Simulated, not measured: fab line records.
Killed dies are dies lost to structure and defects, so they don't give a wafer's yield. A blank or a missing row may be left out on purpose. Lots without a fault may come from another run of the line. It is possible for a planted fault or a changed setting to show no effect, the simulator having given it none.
Comparing a struck lot with a sound one    flow berkeleyCmos170    43 steps out of a route of 331
Sound: the wafers L544.2, L544.4, L544.6. Struck: wafers L550.1, L550.2, L550.4. The cause is named last.
Order at every step that has rows: each side's tool, ch and its chambers, its first start. Under that, the readings that differ: sound wafers    struck wafers    difference of the means    sigmas: that difference in standard deviations of wafers without a fault.
alike: same words and numbers on both sides, and readings whose means sit less than 2 such deviations apart. not compared: any withheld reading, any reading some wafer has no value for, any bound like >300 that may hide the same value, and any number with overlapping values for which the record gives no deviation.
Wherever a step has rows on one side only, a row that says differs or no value, or a row with sigmas, the two part there. Numbers that have no deviation but don't overlap get no sigmas and don't part them. A reading missing from all wafers of one side parts the sides only when that side holds two or more wafers.

UCB170_GATE_STRIP_16: strips in O2.
  sound on plasmaAsher-03 ch 0,1, day 7 16:35; struck on plasmaAsher-02 ch 0,1, day 9 07:19
  alike: drypumpMotorCurrentA, oesProductAu
  not compared: rfHoursCounterH
UCB170_GATE_CD_MEAS_90 targets a cd of 350 nm.
  sound: cdSem-01 at day 7 16:43; struck: cdSem-01 at day 9 07:25
  alike: cdNm
then, 7 steps without rows for these wafers: UCB170_GATE_CLEAN_17 (cleans in SPM, time 600 s); UCB170_PLDD_HMDS_00 (prime time 60 s); UCB170_PLDD_COAT_01 (resist thk 900 nm); UCB170_PLDD_SOFTBAKE_02 (time 60 s); UCB170_PLDD_EXPOSE_03 (exposes mask PSELECT, target cd 1200 nm); UCB170_PLDD_PEB_04; UCB170_PLDD_DEVELOP_05 (develop time 43.07 s).
UCB170_PLDD_CD_MEAS_06 targets a cd of 1200 nm.
  sound: cdSem-02 at day 7 18:23; struck: cdSem-01 at day 9 08:51
  alike: cdNm
UCB170_PLDD_OVL_MEAS_07:
  sound: overlay-02 at day 7 18:30; struck: overlay-01 at day 9 08:58
  alike: PLDD_OVL
then, 1 step without rows for these wafers: UCB170_PLDD_IMPLANT_08.
UCB170_PLDD_IMPLANT_09:
  sound on implanter-04 ch 0, day 7 18:43; struck on implanter-04 ch 0, day 9 09:10
reading           sound                          struck                         difference  sigmas
doseIonsCm2       4.992e+13 4.991e+13 4.986e+13  3.581e+13 3.577e+13 3.578e+13  -1.411e+13  -99 or more
faradayCurrentUA  159 149 157                    114 111 112                    -43         -14
UCB170_PLDD_STRIP_10: strips in O2.
  sound on plasmaAsher-03 ch 1, day 7 18:50; struck on plasmaAsher-04 ch 0,1, day 9 09:19
  alike: drypumpMotorCurrentA, oesProductAu, stripTimeToEndpointS
  not compared: rfHoursCounterH
UCB170_PLDD_TW_MEAS_11:
  sound: filmMetro-03 at day 7 18:56; struck: filmMetro-02 at day 9 09:38
reading  sound        struck       difference  sigmas
PLDD_TW  989 993 988  960 961 960  -30         -5
  not compared: hold
then, 6 steps without rows for these wafers: UCB170_NLDD_HMDS_00 (prime time 60 s); UCB170_NLDD_COAT_01 (resist thk 900 nm); UCB170_NLDD_SOFTBAKE_02 (time 60 s); UCB170_NLDD_EXPOSE_03 (exposes mask NSELECT, target cd 1200 nm); UCB170_NLDD_PEB_04; UCB170_NLDD_DEVELOP_05 (develop time 45 s).
UCB170_NLDD_CD_MEAS_06 targets a cd of 1200 nm.
  sound: cdSem-01 at day 7 20:10; struck: cdSem-01 at day 9 14:55
  alike: cdNm
UCB170_NLDD_OVL_MEAS_07:
  sound: overlay-02 at day 7 20:16; struck: overlay-02 at day 9 15:02
  alike: NLDD_OVL
then, 2 steps without rows for these wafers: UCB170_NLDD_IMPLANT_08; UCB170_NLDD_IMPLANT_09.
UCB170_NLDD_STRIP_10: strips in O2.
  sound on plasmaAsher-02 ch 0,1, day 7 20:36; struck on plasmaAsher-02 ch 0,1, day 9 15:22
  alike: drypumpMotorCurrentA, oesProductAu, stripTimeToEndpointS
  not compared: rfHoursCounterH
UCB170_NLDD_TW_MEAS_11:
  sound: filmMetro-01 at day 7 20:43; struck: filmMetro-03 at day 9 15:28
  alike: NLDD_TW
then, 1 step without rows for these wafers: UCB170_NLDD_CLEAN_12 (cleans in SPM, time 600 s).
UCB170_SPACER_CVD_00: deposits SiO2 from TEOS/O2, target thk 376 nm, time 47 s.
  sound on pecvd-03 ch 0,1, day 7 20:56; struck on pecvd-03 ch 0,2, day 9 15:51
  alike: heaterPowerW
UCB170_SPACER_THK_MEAS_01:
  sound: filmMetro-03 at day 7 20:59; struck: filmMetro-04 at day 9 15:54
  alike: SPACER_TEOS_THK
then, 1 step without rows for these wafers: UCB170_SPACER_ANNEAL_02 (time 1800 s).
UCB170_SPACER_ETCHBACK_03: etches SiO2 in CHF3/CF4/Ar, stops on Si, target depth 376 nm, time 100 s.
  sound on rieDiel-01 ch 1,3, day 8 06:38; struck on rieDiel-04 ch 0,1,3, day 9 19:56
  alike: drypumpMotorCurrentA, oesProductAu, throttleValvePct
  not compared: rfHoursCounterH
then, 6 steps without rows for these wafers: UCB170_PSD_HMDS_00 (prime time 60 s); UCB170_PSD_COAT_01 (resist thk 900 nm); UCB170_PSD_SOFTBAKE_02 (time 60 s); UCB170_PSD_EXPOSE_03 (exposes mask PSELECT MOD, target cd 1200 nm); UCB170_PSD_PEB_04; UCB170_PSD_DEVELOP_05 (develop time 45 s).
UCB170_PSD_CD_MEAS_06 targets a cd of 1200 nm.
  sound: cdSem-02 at day 8 07:56; struck: cdSem-02 at day 9 20:51
  alike: cdNm
UCB170_PSD_OVL_MEAS_07:
  sound: overlay-01 at day 8 08:02; struck: overlay-02 at day 9 20:58
  alike: PSD_OVL
then, 1 step without rows for these wafers: UCB170_PSD_IMPLANT_08.
UCB170_SDANNEAL_RS_MEAS_04: a four-point-probe measurement.
  sound: filmMetro-01 at day 8 11:29; struck: filmMetro-02 at day 10 05:00
reading           sound           struck          difference  sigmas
PLDD_RS (ohm/sq)  1026 1024 1026  1164 1164 1166  +139        +39
  not compared: hold
UCB170_M3_PROBE_99:
  only the struck wafers here have rows in the record (prober-02, day 11 08:08); the sound ones have none

== WHERE THEY PART ==
Last at UCB170_M3_PROBE_99 as far as this record goes, first at UCB170_PLDD_IMPLANT_09.

WHY: the cause the simulator had injected
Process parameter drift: implanter-04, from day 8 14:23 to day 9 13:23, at UCB170_PLDD_IMPLANT_09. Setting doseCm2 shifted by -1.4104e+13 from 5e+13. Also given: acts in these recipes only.
